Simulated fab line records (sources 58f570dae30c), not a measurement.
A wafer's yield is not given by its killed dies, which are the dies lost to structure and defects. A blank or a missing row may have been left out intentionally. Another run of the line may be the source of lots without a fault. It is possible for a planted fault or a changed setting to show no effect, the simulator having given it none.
What tool caused it? + flow berkeleyCmos170 + 18 wafers from 6 lots sampled at 2 of the route's 331 steps

## WHAT THE GAUGES SHOWED, per wafer
UCB170_PWELL_THK_MEAS_03.
| lot  | measured    | on           | PWELL_OXIDE_THK (nm) |
|------|-------------|--------------|----------------------|
| L474 | day 3 11:28 | filmMetro-02 | 26.6 26.5 26.5       |
| L476 | day 4 02:52 | filmMetro-02 | 28.1 27.9 28.2       |
| L478 | day 4 11:23 | filmMetro-04 | 27.6 27.2 27.7       |
| L491 | day 6 17:27 | filmMetro-02 | 27.0 26.7 27.3       |
| L492 | day 7 07:31 | filmMetro-01 | 27.2 26.6 27.1       |
| L496 | day 8 00:19 | filmMetro-02 | 26.2 26.0 26.4       |

## WHAT TOOL EACH LOT RAN ON (gives the tool, then ch and the chambers of the sampled wafers, and finally the start)
| lot  | UCB170_NWELL_STRIP_15              |
|------|------------------------------------|
| L474 | plasmaAsher-02 ch 0,1, day 3 00:39 |
| L476 | plasmaAsher-02 ch 1, day 3 14:37   |
| L478 | plasmaAsher-01 ch 0,1, day 4 01:23 |
| L491 | plasmaAsher-02 ch 0,1, day 6 06:40 |
| L492 | plasmaAsher-02 ch 0,1, day 6 18:58 |
| L496 | plasmaAsher-01 ch 0,1, day 7 12:01 |
- UCB170_NWELL_STRIP_15: strips in O2.

## THE ANSWER, worked out from the rows above alone
Rule: the usual values come from the lots themselves. Put in order of their means at a reading, lots are off if they are a third of the lots or fewer, leave a main group of 4 or more, and stand apart from it by a gap of 3 or more times the standard deviation of the main group's means; of several such gaps the widest counts. If all means in a main group match to the digits the tables above print for the reading, that group is not used. A lot without any number at a reading at which 4 lots or more have one is off too. Any other lot the step has rows for is counted as sound.
None of the lots is off at any reading shown; this tells nothing.

## WHAT HAD BEEN PUT IN BY THE SIMULATOR
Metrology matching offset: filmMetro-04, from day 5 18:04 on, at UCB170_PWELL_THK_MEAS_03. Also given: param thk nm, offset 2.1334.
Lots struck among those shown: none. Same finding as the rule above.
